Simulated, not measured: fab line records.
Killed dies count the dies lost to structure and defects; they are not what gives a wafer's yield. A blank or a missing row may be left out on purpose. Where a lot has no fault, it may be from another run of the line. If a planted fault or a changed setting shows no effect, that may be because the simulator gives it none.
The tool behind it: which one?	flow rit-cmos	15 lots with 45 wafers sampled at 5 steps, on a route of 202 steps

== WHAT THE GAUGES SHOWED, per wafer ==
RIT_FOX2_THK_MEAS_91.
lot	measured	on	FIELD_OXIDE_LEFT_2_THK (nm)
L906	day 2 07:52	film-metro-03	253 253 245
L907	day 2 13:02	film-metro-01	249 250 249
L908	day 2 18:32	film-metro-04	260 263 262
L909	day 3 00:17	film-metro-04	260 262 263
L910	day 3 04:27	film-metro-03	263 259 264
L912	day 3 13:34	film-metro-01	263 260 261
L914	day 4 00:46	film-metro-03	257 249 255
L920	day 5 06:34	film-metro-03	261 256 260
L921	day 5 10:38	film-metro-03	266 264 272
L922	day 5 17:30	film-metro-01	270 266 266
L923	day 5 21:23	film-metro-03	258 255 257
L924	day 6 02:44	film-metro-04	261 253 253
L925	day 6 07:45	film-metro-03	256 247 249
L926	day 6 13:12	film-metro-03	243 242 241
L928	day 7 00:58	film-metro-01	247 244 253

RIT_REOX_THK_MEAS_04.
lot	measured	on	REOX_OXIDE_THK (nm)
L906	day 2 15:40	film-metro-04	25.6 26.0 25.4
L907	day 3 03:01	film-metro-01	40.1 39.9 39.8
L908	day 3 02:57	film-metro-01	25.7 25.8 25.2
L909	day 3 11:38	film-metro-01	40.4 40.1 40.5
L910	day 3 15:57	film-metro-02	25.5 25.6 25.5
L912	day 3 21:21	film-metro-04	24.7 24.7 24.5
L914	day 4 12:44	film-metro-04	40.1 38.9 40.1
L920	day 5 14:11	film-metro-04	25.5 25.6 25.2
L921	day 5 20:16	film-metro-01	24.9 25.3 25.2
L922	day 6 03:06	film-metro-01	25.2 25.3 25.1
L923	day 6 06:32	film-metro-04	24.9 24.6 24.7
L924	day 6 13:39	film-metro-04	25.2 25.1 25.1
L925	day 6 19:36	film-metro-02	25.4 25.4 25.1
L926	day 6 23:32	film-metro-01	25.5 25.7 25.3
L928	day 7 10:37	film-metro-04	26.2 26.5 26.3

RIT_NLDD_TW_MEAS_10.
lot	measured	on	NLDD_TW
L906	day 2 17:05	film-metro-02	2494 2493 2506
L907	day 3 04:36	film-metro-01	2467 2457 2467
L908	day 3 04:30	film-metro-02	2496 2495 2474
L909	day 3 13:21	film-metro-01	2470 2465 2453
L910	day 3 17:22	film-metro-02	2499 2480 2488
L912	day 3 22:54	film-metro-02	2497 2496 2494
L914	day 4 15:02	film-metro-02	2482 2487 2499
L920	day 5 15:41	film-metro-01	2461 2469 2480
L921	day 5 21:41	film-metro-01	2469 2476 2467
L922	day 6 04:31	film-metro-03	2470 2459 2455
L923	day 6 08:05	film-metro-03	2459 2473 2472
L924	day 6 15:12	film-metro-01	2478 2476 2488
L925	day 6 21:09	film-metro-02	2501 2506 2496
L926	day 7 01:07	film-metro-02	2495 2469 2494
L928	day 7 12:10	film-metro-02	2481 2493 2484

RIT_CONTACT_OVL_MEAS_09.
lot	measured	on	CONTACT_OVL (nm)
L906	day 3 02:59	overlay-02	2.3 3.5 2.4
L907	day 3 15:23	overlay-02	2.2 2.4 3.1
L908	day 3 15:15	overlay-02	1.5 0.8 0.1
L909	day 4 00:48	overlay-01	-0.6 -1.0 -1.3
L910	day 4 03:22	overlay-02	1.8 2.7 1.6
L912	day 4 08:41	overlay-02	0.5 -0.2 -1.2
L914	day 5 01:46	overlay-02	-0.1 -1.3 0.0
L920	day 6 02:38	overlay-01	-0.3 2.2 0.3
L921	day 6 10:23	overlay-02	-0.5 0.7 -0.5
L922	day 6 16:57	overlay-01	3.3 5.3 1.8
L923	day 6 21:41	overlay-01	-1.8 -2.0 -4.8
L924	day 7 03:01	overlay-02	0.7 -0.3 0.3
L925	day 7 09:38	overlay-01	1.3 -0.5 1.7
L926	day 7 12:50	overlay-02	-0.3 0.5 0.2
L928	day 8 05:44	overlay-01	0.3 -0.5 -1.3

== EACH LOT AND THE TOOL THAT RAN IT (in order: tool; ch and the chambers of the sampled wafers; start) ==
lot	RIT_REOX_OXIDATION_03
L906	furnace-03 ch 0, day 2 13:05
L907	furnace-04 ch 0, day 2 18:08 and furnace-03 ch 0, day 3 00:24
L908	furnace-03 ch 0, day 3 00:24
L909	furnace-04 ch 0, day 3 06:16
L910	furnace-04 ch 0, day 3 13:24
L912	furnace-02 ch 0, day 3 18:47
L914	furnace-04 ch 0, day 4 06:44 and furnace-02 ch 0, day 4 10:11
L920	furnace-03 ch 0, day 5 11:38
L921	furnace-03 ch 0, day 5 17:42
L922	furnace-03 ch 0, day 6 00:32
L923	furnace-02 ch 0, day 6 03:58
L924	furnace-04 ch 0, day 6 11:05
L925	furnace-02 ch 0, day 6 17:03
L926	furnace-02 ch 0, day 6 20:59
L928	furnace-02 ch 0, day 7 08:03
- RIT_REOX_OXIDATION_03: target thk 25.2 nm, ox time 5580 s.

== WHAT THE TOOLS THEMSELVES READ (means of the sampled wafers that have a number; where no wafer has one, the mark that the record gives instead) ==
RIT_REOX_OXIDATION_03.
lot	tool	tube-center-temp-C (C)
L906	furnace-03	900.04
L907	furnace-04/furnace-03	899.99
L908	furnace-03	899.99
L909	furnace-04	900.00
L910	furnace-04	900.01
L912	furnace-02	899.93
L914	furnace-04/furnace-02	900.04
L920	furnace-03	899.92
L921	furnace-03	900.00
L922	furnace-03	900.03
L923	furnace-02	900.01
L924	furnace-04	900.03
L925	furnace-02	899.97
L926	furnace-02	900.12
L928	furnace-02	899.99

== THE ANSWER, worked out from the rows above alone ==
Rule: the usual values come from the lots themselves. The widest of any qualifying gaps counts: lots, ordered by their means at a reading, are off when they make up no more than a third of the lots, leave a main group of 4 or more, and stand apart from it by 3 or more times the standard deviation of that group's means. A main group is skipped when, at the precision printed for the reading in the tables above, its means are all equal. A lot without any number at a reading at which 4 lots or more have one is off too. Where the step has rows for the other lots, those lots are counted as sound. The gauges are gone through in route order, then the tools' own readings, and for those a lot's mean is taken as printed above. At the first step where some lot is off, the reading lying furthest off is the one used; lots without a number count as furthest.
Off: L907, L909, L914, seen at RIT_REOX_THK_MEAS_04 (REOX_OXIDE_THK). The main group has a mean of 25.3 nm with a standard deviation of 0.43.
A tool fits if, at a process step before that reading, it ran every lot that is off, and no sound lot after the first of them. The gauges at RIT_REOX_THK_MEAS_04 are tried like those tools. None of those tried fits.

== WHAT THE SIMULATOR HAD INSERTED ==
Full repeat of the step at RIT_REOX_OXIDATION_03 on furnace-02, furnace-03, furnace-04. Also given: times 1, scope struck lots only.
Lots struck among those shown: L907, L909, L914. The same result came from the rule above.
